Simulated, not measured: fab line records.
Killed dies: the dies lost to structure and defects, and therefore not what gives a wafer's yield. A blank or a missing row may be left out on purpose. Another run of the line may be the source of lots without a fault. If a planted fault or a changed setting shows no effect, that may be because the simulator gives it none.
fab line records	flow ritCmos	part 1 of 2: steps 1 to 31 of 41
record: lots: 5	wafers: 15	lastDay: 7
route steps=202 shown PLDD@120 SPACER@125 NSD@131 PSD@142 SDANNEAL@153 NLDD@160
lots with no fault: from the same line, run without faults
startH: hours from the record's first day to the start of the lot's first wafer shown	waitH: hours since the lot's step before	" same as the row above	L1.1+2: a single row standing in for several wafers	- no value, or no start was given	* or withheld: withheld	< > ~ a bound
route shown NAME@n: names a module that has steps shown in the file, with the first one's number in the route	usual: mean/standard deviation taken from wafers without a fault	same: alike in all rows	chamber/n: place in a boat	sites: per-site readings	_std_site: the values' standard deviation	_edge_site: inner sites' mean taken away from outer sites' mean	radiusMm: for every site, how far away it sits from the centre of the wafer	mask NAME#n: copy n	behind: the last tool/chamber to shape the wafer	hold: what put the lot on hold/how long, in hours/how the hold closed	device: which transistor (n, p or np) failed to switch	end of line: tests run on the same wafers once the route is complete	a step without rows: its recipe alone	killed: at the first sort, the dies lost to defects and structure; wafer yield is something else	map: a wafer's dies, x killed, . not, _ none there
set.NAME: the setting as run; set.NAME@STEP: as run at that earlier step	model.NAME: the simulator's own value behind a step, which no gauge read
lots seen at some steps along the route; tables by step, rows by wafer
services: the hour from which a tool's chamber was out of use, counted from the record's first day as startH (under 0 if before that day), plus the number of hours and why
== steps ==
step: RIT_PLDD_OVL_MEAS_06
usual: PLDD_OVL: 0.6/1.6
lot.wafer	tool	chamber	startH	waitH	PLDD_OVL[nm]
L078.3	overlay-01	-	63.84	-	1.7
L078.5	"	-	"	"	1.9
L078.6	"	-	"	"	2.8
L087.2	overlay-02	-	114.27	-	0.6
L087.5	"	-	"	"	-0.2
L087.6	"	-	"	"	0.5
L094.3	overlay-02	-	142.63	-	0.7
L094.4	"	-	"	"	0.0
L094.6	"	-	"	"	2.6
L095.1	overlay-01	-	148.69	-	0.3
L095.4	"	-	"	"	-0.3
L095.6	"	-	"	"	1.8
L097.2	overlay-02	-	158.34	-	-0.1
L097.4	"	-	"	"	-0.2
L097.6	"	-	"	"	-1.3
step: RIT_PLDD_HARDBAKE_07
recipe: resist: NOVOLAK	tempC: 140	timeS: 60
lot.wafer	tool	chamber	startH	waitH
L078.3+5+6	lithoTrack-04	0	63.91	0.1
L087.2+5+6	lithoTrack-04	0	114.37	0.1
L094.3+4+6	lithoTrack-02	0	142.71	0.1
L095.1+4+6	lithoTrack-03	0	148.73	0.0
L097.2+4+6	lithoTrack-02	0	158.40	0.0
step: RIT_PLDD_IMPLANT_08
recipe: species: BF2	energyKev: 20	doseCm2: 9e+14	tiltDeg: 7
usual: beamEnergyKeV: 19.999/0.0061
lot.wafer	tool	chamber	startH	waitH	beamEnergyKeV
L078.3	implanter-02	0	64.06	0.1	19.991
L078.5	"	0	"	"	19.995
L078.6	"	0	"	"	19.986
L087.2	implanter-01	0	114.52	0.1	19.996
L087.5	"	0	"	"	20.009
L087.6	"	0	"	"	20.001
L094.3	implanter-02	0	142.86	0.1	20.007
L094.4	"	0	"	"	19.994
L094.6	"	0	"	"	19.997
L095.1	implanter-02	0	148.88	0.1	19.993
L095.4	"	0	"	"	20.005
L095.6	"	0	"	"	19.994
L097.2	implanter-02	0	158.55	0.1	20.009
L097.4	"	0	"	"	20.008
L097.6	"	0	"	"	19.992
step: RIT_PLDD_STRIP_09
recipe: chemistry: O2	timeS: 180	resist: NOVOLAK	platenTempC: withheld	powerW: 500	pressureMtorr: 4000	o2FlowSccm: 4000
usual: chamberPressureMTorr: 4000/3.8	drypumpMotorCurrentA: 6.0/0.55
lot.wafer	tool	chamber	startH	waitH	chamberPressureMTorr	drypumpMotorCurrentA	rfHoursCounterH
L078.3	plasmaAsher-04	1	64.22	0.1	3999	5.5	-
L078.5	"	1	"	"	4003	5.5	-
L078.6	"	0	"	"	3997	6.8	-
L087.2	plasmaAsher-04	1	114.65	0.1	3999	5.5	34
L087.5	"	0	"	"	4000	6.8	-
L087.6	"	1	"	"	3995	5.5	-
L094.3	plasmaAsher-02	0	143.02	0.1	4001	6.0	-
L094.4	"	1	"	"	4002	5.7	-
L094.6	"	0	"	"	4003	6.0	-
L095.1	plasmaAsher-01	0	149.03	0.1	4003	5.9	1
L095.4	"	0	"	"	4000	5.9	-
L095.6	"	0	"	"	4008	6.0	-
L097.2	plasmaAsher-04	1	158.67	0.1	3996	5.5	40
L097.4	"	0	"	"	3996	6.8	-
L097.6	"	0	"	"	3997	6.8	-
step: RIT_PLDD_TW_MEAS_10
usual: PLDD_TW: 2328/26
lot.wafer	tool	chamber	startH	waitH	PLDD_TW
L078.3	filmMetro-03	-	64.36	0.1	2348
L078.5	"	-	"	"	2352
L078.6	"	-	"	"	2338
L087.2	filmMetro-03	-	114.83	0.1	2362
L087.5	"	-	"	"	2348
L087.6	"	-	"	"	2353
L094.3	filmMetro-03	-	143.15	0.1	2344
L094.4	"	-	"	"	2351
L094.6	"	-	"	"	2348
L095.1	filmMetro-01	-	149.20	0.1	2315
L095.4	"	-	"	"	2298
L095.6	"	-	"	"	2314
L097.2	filmMetro-01	-	158.86	0.1	2317
L097.4	"	-	"	"	2301
L097.6	"	-	"	"	2303
step: RIT_SPACER_CLEAN_00
recipe: chemistry: SC1	mix: 3:3:50	timeS: 600	tempC: 75
usual: bathGuardTempC: 74.9/0.59	tempC: 75.00/0.13
lot.wafer	tool	chamber	startH	waitH	bathGuardTempC	tempC
L078.3	wetBench-04	0	64.40	0.0	75.1	75.14
L078.5	"	0	"	"	75.1	74.84
L078.6	"	0	"	"	75.3	74.85
L087.2	wetBench-03	3	114.88	0.0	74.2	75.08
L087.5	"	3	"	"	74.2	74.95
L087.6	"	3	"	"	74.1	75.12
L094.3	wetBench-04	1	143.19	0.0	75.7	74.93
L094.4	"	1	"	"	75.5	75.10
L094.6	"	1	"	"	75.8	74.86
L095.1	wetBench-04	0	149.26	0.1	74.9	75.09
L095.4	"	0	"	"	74.9	75.05
L095.6	"	0	"	"	75.0	74.90
L097.2	wetBench-04	2	158.91	0.0	75.4	75.23
L097.4	"	2	"	"	75.4	74.94
L097.6	"	2	"	"	75.3	75.15
step: RIT_SPACER_CLEAN_01
recipe: chemistry: dHF	dilution: 50:1	timeS: 30
lot.wafer	tool	chamber	startH	waitH
L078.3+5+6	wetBench-01	1	64.57	0.0
L087.2+5+6	wetBench-04	1	115.06	0.0
L094.3+4+6	wetBench-03	2	143.38	0.0
L095.1+4+6	wetBench-03	3	149.44	0.0
L097.2+4+6	wetBench-03	1	159.08	0.0
step: RIT_SPACER_CLEAN_02
recipe: chemistry: SC2	mix: 3:3:50	timeS: 600	tempC: 75	dry: n2Spin
usual: bathGuardTempC: 75.1/0.55	tempC: 75.00/0.12
lot.wafer	tool	chamber	startH	waitH	bathGuardTempC	tempC
L078.3	wetBench-04	1	64.59	0.0	75.6	74.97
L078.5	"	1	"	"	75.3	75.13
L078.6	"	1	"	"	75.6	75.05
L087.2	wetBench-03	3	115.07	0.0	74.2	74.95
L087.5	"	3	"	"	74.4	75.10
L087.6	"	3	"	"	74.0	75.05
L094.3	wetBench-04	1	143.40	0.0	75.2	75.14
L094.4	"	1	"	"	75.5	74.65
L094.6	"	1	"	"	75.4	74.85
L095.1	wetBench-01	1	149.45	0.0	75.5	75.01
L095.4	"	1	"	"	75.4	75.21
L095.6	"	1	"	"	75.0	74.99
L097.2	wetBench-04	2	159.10	0.0	76.2	74.63
L097.4	"	2	"	"	75.4	74.97
L097.6	"	2	"	"	75.2	74.98
step: RIT_SPACER_CVD_03
recipe: material: Si3N4	targetThkNm: 250	tempC: 810	precursor: SiH2Cl2/NH3	timeS: 3300	pressureMtorr: 300	sih2cl2FlowSccm: 60	nh3FlowSccm: 150
lot.wafer	tool	chamber	startH	waitH
L078.3+5+6	lpcvd-01	1	65.15	0.4
L087.2+5+6	lpcvd-02	1	115.67	0.4
L094.3+4+6	lpcvd-02	1	143.59	0.0
L095.1+4+6	lpcvd-02	1	149.63	0.0
L097.2+4+6	lpcvd-01	0	159.27	0.0
step: RIT_SPACER_THK_MEAS_04
recipe: reads: Si3N4_of_SPACER_CVD_03
usual: SPACER_NITRIDE_THK: 249.3/2.7
lot.wafer	tool	chamber	startH	waitH	SPACER_NITRIDE_THK[nm]
L078.3	filmMetro-02	-	67.08	0.0	253.2
L078.5	"	-	"	"	249.5
L078.6	"	-	"	"	251.1
L087.2	filmMetro-03	-	117.60	0.0	248.6
L087.5	"	-	"	"	248.4
L087.6	"	-	"	"	248.6
L094.3	filmMetro-04	-	145.53	0.0	248.7
L094.4	"	-	"	"	248.8
L094.6	"	-	"	"	248.5
L095.1	filmMetro-02	-	151.54	0.0	248.5
L095.4	"	-	"	"	248.1
L095.6	"	-	"	"	249.3
L097.2	filmMetro-02	-	161.20	0.0	247.1
L097.4	"	-	"	"	244.6
L097.6	"	-	"	"	245.4
step: RIT_SPACER_ETCHBACK_05
recipe: targetDepthA: 2500	SF6_flow_sccm: 30	CHF3_flow_sccm: 30	target: Si3N4	chemistry: SF6/CHF3	pressureMtorr: 40	rfW: 250	timeS: 240	stopOn: SiO2
usual: chamberPressureMTorr: 40.01/0.036	drypumpMotorCurrentA: 5.7/0.37	oesProductAu: 0.840/0.014	rfFwdPowerW: 249.4/0.79	throttleValvePct: 10.27/0.16
lot.wafer	tool	chamber	startH	waitH	chamberPressureMTorr	drypumpMotorCurrentA	oesProductAu	rfFwdPowerW	rfHoursCounterH	throttleValvePct
L078.3	rieDiel-01	0	67.12	0.0	40.01	6.4	0.839	250.0	130	10.48
L078.5	"	1	"	"	40.06	5.1	0.842	249.1	-	10.42
L078.6	"	0	"	"	40.00	6.4	0.834	249.5	-	10.46
L087.2	rieDiel-03	1	117.65	0.0	39.94	5.6	0.831	249.3	136	9.97
L087.5	"	1	"	"	39.99	5.6	0.825	248.6	-	9.97
L087.6	"	3	"	"	40.05	5.7	0.852	250.5	-	10.14
L094.3	rieDiel-04	1	145.57	0.0	40.04	5.6	0.844	248.7	113	10.30
L094.4	"	0	"	"	40.03	5.6	0.839	249.5	149	10.16
L094.6	"	3	"	"	40.00	5.3	0.811	248.7	-	10.20
L095.1	rieDiel-03	3	151.60	0.1	40.08	5.7	0.854	250.1	25	10.13
L095.4	"	2	"	"	40.02	6.5	0.847	248.3	97	10.49
L095.6	"	1	"	"	40.06	5.6	0.825	250.8	-	9.98
L097.2	rieDiel-01	0	161.25	0.0	40.00	6.4	0.829	250.3	131	10.46
L097.4	"	1	"	"	40.06	5.1	0.827	251.6	139	10.42
L097.6	"	2	"	"	39.99	5.6	0.830	249.7	-	10.05
step: RIT_NSD_HMDS_00
recipe: primeTimeS: 60	primeTempC: 140
usual: primeTempC: 140.00/0.14
same: primeTimeS: 60
lot.wafer	tool	chamber	startH	waitH	primeTempC
L078.3	lithoTrack-02	0	67.32	0.1	140.12
L078.5	"	0	"	"	140.00
L078.6	"	0	"	"	140.19
L087.2	lithoTrack-03	0	117.82	0.1	140.11
L087.5	"	0	"	"	139.71
L087.6	"	0	"	"	139.85
L094.3	lithoTrack-02	0	145.77	0.1	139.85
L094.4	"	0	"	"	140.06
L094.6	"	0	"	"	140.11
L095.1	lithoTrack-01	0	151.75	0.1	139.91
L095.4	"	0	"	"	139.85
L095.6	"	0	"	"	140.17
L097.2	lithoTrack-01	0	161.43	0.1	139.81
L097.4	"	0	"	"	139.87
L097.6	"	0	"	"	139.80
step: RIT_NSD_COAT_01
recipe: resist: NOVOLAK	spinRpm: 3250	resistThkNm: 1000
usual: dispensePressureKPa: 55/3.9
lot.wafer	tool	chamber	startH	waitH	dispensePressureKPa
L078.3	lithoTrack-02	0	67.47	0.1	56
L078.5	"	0	"	"	55
L078.6	"	0	"	"	56
L087.2	lithoTrack-03	0	117.97	0.1	50
L087.5	"	0	"	"	50
L087.6	"	0	"	"	50
L094.3	lithoTrack-02	0	145.92	0.1	56
L094.4	"	0	"	"	56
L094.6	"	0	"	"	55
L095.1	lithoTrack-01	0	151.90	0.1	59
L095.4	"	0	"	"	59
L095.6	"	0	"	"	59
L097.2	lithoTrack-01	0	161.58	0.1	59
L097.4	"	0	"	"	59
L097.6	"	0	"	"	59
step: RIT_NSD_SOFTBAKE_02
recipe: resist: NOVOLAK	tempC: 90	timeS: 60
lot.wafer	tool	chamber	startH	waitH
L078.3+5+6	lithoTrack-02	0	67.62	0.1
L087.2+5+6	lithoTrack-03	0	118.12	0.1
L094.3+4+6	lithoTrack-02	0	146.07	0.1
L095.1+4+6	lithoTrack-01	0	152.05	0.1
L097.2+4+6	lithoTrack-01	0	161.73	0.1
step: RIT_NSD_EXPOSE_03
recipe: maskId: M9	na: 0.57	targetCdNm: 40700	doseMj: 250
lot.wafer	tool	chamber	startH	waitH	mask
L078.3+5+6	ilineStepper-01	0	67.89	0.2	M9#0
L087.2+5+6	ilineStepper-02	0	118.39	0.2	M9#0
L094.3+4+6	ilineStepper-01	0	146.21	0.1	M9#0
L095.1+4+6	ilineStepper-02	0	152.33	0.2	M9#0
L097.2+4+6	ilineStepper-01	0	162.00	0.2	M9#0
step: RIT_NSD_PEB_04
recipe: resist: NOVOLAK	tempC: withheld	timeS: withheld
lot.wafer	tool	chamber	startH	waitH
L078.3+5+6	lithoTrack-01	0	68.01	0.1
L087.2+5+6	lithoTrack-01	0	118.52	0.1
L094.3+4+6	lithoTrack-03	0	146.33	0.1
L095.1+4+6	lithoTrack-02	0	152.45	0.1
L097.2+4+6	lithoTrack-03	0	162.12	0.1
step: RIT_NSD_DEVELOP_05
recipe: resist: NOVOLAK	developTimeS: 50	devTempC: 23
lot.wafer	tool	chamber	startH	waitH
L078.3+5+6	lithoTrack-01	0	-	-
L087.2+5+6	lithoTrack-01	0	-	-
L094.3+4+6	lithoTrack-03	0	-	-
L095.1+4+6	lithoTrack-02	0	-	-
L097.2+4+6	lithoTrack-03	0	-	-
step: RIT_NSD_OVL_MEAS_06
usual: NSD_OVL: -0.3/1.4
lot.wafer	tool	chamber	startH	waitH	NSD_OVL[nm]
L078.3	overlay-02	-	68.26	-	1.2
L078.5	"	-	"	"	1.3
L078.6	"	-	"	"	0.6
L087.2	overlay-01	-	118.78	-	0.5
L087.5	"	-	"	"	0.5
L087.6	"	-	"	"	1.1
L094.3	overlay-01	-	146.58	-	0.7
L094.4	"	-	"	"	-0.8
L094.6	"	-	"	"	-0.8
L095.1	overlay-02	-	152.73	-	1.0
L095.4	"	-	"	"	-0.7
L095.6	"	-	"	"	-1.3
L097.2	overlay-01	-	162.38	-	0.7
L097.4	"	-	"	"	1.0
L097.6	"	-	"	"	0.2
step: RIT_NSD_HARDBAKE_07
recipe: resist: NOVOLAK	tempC: 140	timeS: 60
lot.wafer	tool	chamber	startH	waitH
L078.3+5+6	lithoTrack-03	0	68.33	0.1
L087.2+5+6	lithoTrack-02	0	118.84	0.0
L094.3+4+6	lithoTrack-02	0	146.67	0.1
L095.1+4+6	lithoTrack-01	0	152.76	0.0
L097.2+4+6	lithoTrack-01	0	162.44	0.0
step: RIT_NSD_IMPLANT_08
recipe: species: P	energyKev: 25	doseCm2: 1e+15	tiltDeg: 7
usual: beamEnergyKeV: 24.999/0.0072
lot.wafer	tool	chamber	startH	waitH	beamEnergyKeV
L078.3	implanter-02	0	68.48	0.1	25.002
L078.5	"	0	"	"	25.004
L078.6	"	0	"	"	25.001
L087.2	implanter-02	0	118.99	0.1	24.991
L087.5	"	0	"	"	25.002
L087.6	"	0	"	"	24.996
L094.3	implanter-02	0	146.82	0.1	25.008
L094.4	"	0	"	"	24.999
L094.6	"	0	"	"	25.005
L095.1	implanter-02	0	152.91	0.1	25.000
L095.4	"	0	"	"	24.991
L095.6	"	0	"	"	24.994
L097.2	implanter-04	0	162.59	0.1	24.992
L097.4	"	0	"	"	25.016
L097.6	"	0	"	"	25.000
step: RIT_NSD_STRIP_09
recipe: chemistry: O2	timeS: 180	resist: NOVOLAK	platenTempC: withheld	powerW: 500	pressureMtorr: 4000	o2FlowSccm: 4000
usual: chamberPressureMTorr: 4000/3.5	drypumpMotorCurrentA: 5.95/0.18
lot.wafer	tool	chamber	startH	waitH	chamberPressureMTorr	drypumpMotorCurrentA	rfHoursCounterH
L078.3	plasmaAsher-01	0	68.64	0.1	4002	5.93	-
L078.5	"	1	"	"	4005	6.18	-
L078.6	"	0	"	"	3998	5.95	-
L087.2	plasmaAsher-03	0	119.11	0.1	3998	5.88	49
L087.5	"	0	"	"	3999	5.89	-
L087.6	"	1	"	"	4003	6.30	-
L094.3	plasmaAsher-03	0	146.98	0.1	4004	5.88	-
L094.4	"	1	"	"	4000	6.28	-
L094.6	"	1	"	"	3996	6.29	-
L095.1	plasmaAsher-02	0	153.06	0.1	3995	5.96	53
L095.4	"	1	"	"	4002	5.75	-
L095.6	"	0	"	"	3994	5.95	-
L097.2	plasmaAsher-01	0	162.71	0.1	4000	5.91	3
L097.4	"	0	"	"	3999	5.89	-
L097.6	"	0	"	"	4005	5.86	-
step: RIT_NSD_TW_MEAS_10
usual: NSD_TW: 3086/38
lot.wafer	tool	chamber	startH	waitH	NSD_TW
L078.3	filmMetro-03	-	68.78	0.1	3123
L078.5	"	-	"	"	3116
L078.6	"	-	"	"	3125
L087.2	filmMetro-01	-	119.30	0.1	3042
L087.5	"	-	"	"	3026
L087.6	"	-	"	"	3039
L094.3	filmMetro-01	-	147.11	0.1	3074
L094.4	"	-	"	"	3056
L094.6	"	-	"	"	3064
L095.1	filmMetro-01	-	153.24	0.1	3082
L095.4	"	-	"	"	3069
L095.6	"	-	"	"	3082
L097.2	filmMetro-01	-	162.90	0.1	3065
L097.4	"	-	"	"	3072
L097.6	"	-	"	"	3050
step: RIT_PSD_HMDS_00
recipe: primeTimeS: 60	primeTempC: 140
usual: primeTempC: 140.02/0.14
same: primeTimeS: 60
lot.wafer	tool	chamber	startH	waitH	primeTempC
L078.3	lithoTrack-01	0	68.87	0.1	139.90
L078.5	"	0	"	"	139.96
L078.6	"	0	"	"	139.96
L087.2	lithoTrack-04	0	119.37	0.1	140.11
L087.5	"	0	"	"	140.25
L087.6	"	0	"	"	139.81
L094.3	lithoTrack-03	0	147.20	0.1	140.17
L094.4	"	0	"	"	140.16
L094.6	"	0	"	"	139.94
L095.1	lithoTrack-01	0	153.30	0.1	139.88
L095.4	"	0	"	"	140.07
L095.6	"	0	"	"	139.96
L097.2	lithoTrack-04	0	162.97	0.1	140.05
L097.4	"	0	"	"	139.87
L097.6	"	0	"	"	140.07
step: RIT_PSD_COAT_01
recipe: resist: NOVOLAK	spinRpm: 3250	resistThkNm: 1000
usual: dispensePressureKPa: 55/3.8
lot.wafer	tool	chamber	startH	waitH	dispensePressureKPa
L078.3	lithoTrack-01	0	69.02	0.1	59
L078.5	"	0	"	"	59
L078.6	"	0	"	"	59
L087.2	lithoTrack-04	0	119.52	0.1	53
L087.5	"	0	"	"	53
L087.6	"	0	"	"	53
L094.3	lithoTrack-03	0	147.35	0.1	50
L094.4	"	0	"	"	50
L094.6	"	0	"	"	50
L095.1	lithoTrack-01	0	153.45	0.1	59
L095.4	"	0	"	"	59
L095.6	"	0	"	"	59
L097.2	lithoTrack-04	0	163.12	0.1	53
L097.4	"	0	"	"	53
L097.6	"	0	"	"	53
step: RIT_PSD_SOFTBAKE_02
recipe: resist: NOVOLAK	tempC: 90	timeS: 60
lot.wafer	tool	chamber	startH	waitH
L078.3+5+6	lithoTrack-01	0	69.17	0.1
L087.2+5+6	lithoTrack-04	0	119.67	0.1
L094.3+4+6	lithoTrack-03	0	147.50	0.1
L095.1+4+6	lithoTrack-01	0	153.60	0.1
L097.2+4+6	lithoTrack-04	0	163.27	0.1
step: RIT_PSD_EXPOSE_03
recipe: maskId: M10	na: 0.57	targetCdNm: 40900	doseMj: 250
lot.wafer	tool	chamber	startH	waitH	mask
L078.3+5+6	ilineStepper-02	0	69.31	0.1	M10#0
L087.2+5+6	ilineStepper-02	0	119.94	0.2	M10#0
L094.3+4+6	ilineStepper-01	0	147.64	0.1	M10#0
L095.1+4+6	ilineStepper-01	0	153.75	0.1	M10#0
L097.2+4+6	ilineStepper-01	0	163.42	0.1	M10#0
step: RIT_PSD_PEB_04
recipe: resist: NOVOLAK	tempC: withheld	timeS: withheld
lot.wafer	tool	chamber	startH	waitH
L078.3+5+6	lithoTrack-03	0	69.44	0.1
L087.2+5+6	lithoTrack-01	0	120.27	0.3
L094.3+4+6	lithoTrack-01	0	147.77	0.1
L095.1+4+6	lithoTrack-01	0	153.87	0.1
L097.2+4+6	lithoTrack-01	0	163.54	0.1
step: RIT_PSD_DEVELOP_05
recipe: resist: NOVOLAK	developTimeS: 50	devTempC: 23
lot.wafer	tool	chamber	startH	waitH
L078.3+5+6	lithoTrack-03	0	-	-
L087.2+5+6	lithoTrack-01	0	-	-
L094.3+4+6	lithoTrack-01	0	-	-
L095.1+4+6	lithoTrack-01	0	-	-
L097.2+4+6	lithoTrack-01	0	-	-
step: RIT_PSD_OVL_MEAS_06
usual: PSD_OVL: -0.2/1.5
lot.wafer	tool	chamber	startH	waitH	PSD_OVL[nm]
L078.3	overlay-01	-	69.69	-	-0.4
L078.5	"	-	"	"	-1.0
L078.6	"	-	"	"	0.7
L087.2	overlay-01	-	120.53	-	1.4
L087.5	"	-	"	"	2.6
L087.6	"	-	"	"	0.0
L094.3	overlay-02	-	148.01	-	3.0
L094.4	"	-	"	"	0.2
L094.6	"	-	"	"	1.2
L095.1	overlay-01	-	154.15	-	0.8
L095.4	"	-	"	"	-0.1
L095.6	"	-	"	"	-0.1
L097.2	overlay-01	-	163.80	-	-1.0
L097.4	"	-	"	"	-0.1
L097.6	"	-	"	"	1.7
step: RIT_PSD_HARDBAKE_07
recipe: resist: NOVOLAK	tempC: 140	timeS: 60
lot.wafer	tool	chamber	startH	waitH
L078.3+5+6	lithoTrack-01	0	69.76	0.1
L087.2+5+6	lithoTrack-01	0	120.59	0.0
L094.3+4+6	lithoTrack-03	0	148.09	0.1
L095.1+4+6	lithoTrack-01	0	154.19	0.0
L097.2+4+6	lithoTrack-04	0	163.86	0.0
step: RIT_PSD_IMPLANT_08
recipe: species: BF2	energyKev: 27	doseCm2: 5e+15	tiltDeg: 7
usual: beamEnergyKeV: 27.001/0.0092
lot.wafer	tool	chamber	startH	waitH	beamEnergyKeV
L078.3	implanter-01	0	69.91	0.1	26.986
L078.5	"	0	"	"	26.985
L078.6	"	0	"	"	27.001
L087.2	implanter-01	0	120.74	0.1	27.002
L087.5	"	0	"	"	27.012
L087.6	"	0	"	"	27.007
L094.3	implanter-01	0	148.24	0.1	27.003
L094.4	"	0	"	"	27.018
L094.6	"	0	"	"	27.012
L095.1	implanter-01	0	154.34	0.1	26.996
L095.4	"	0	"	"	27.000
L095.6	"	0	"	"	27.016
L097.2	implanter-01	0	164.01	0.1	26.993
L097.4	"	0	"	"	27.002
L097.6	"	0	"	"	26.989
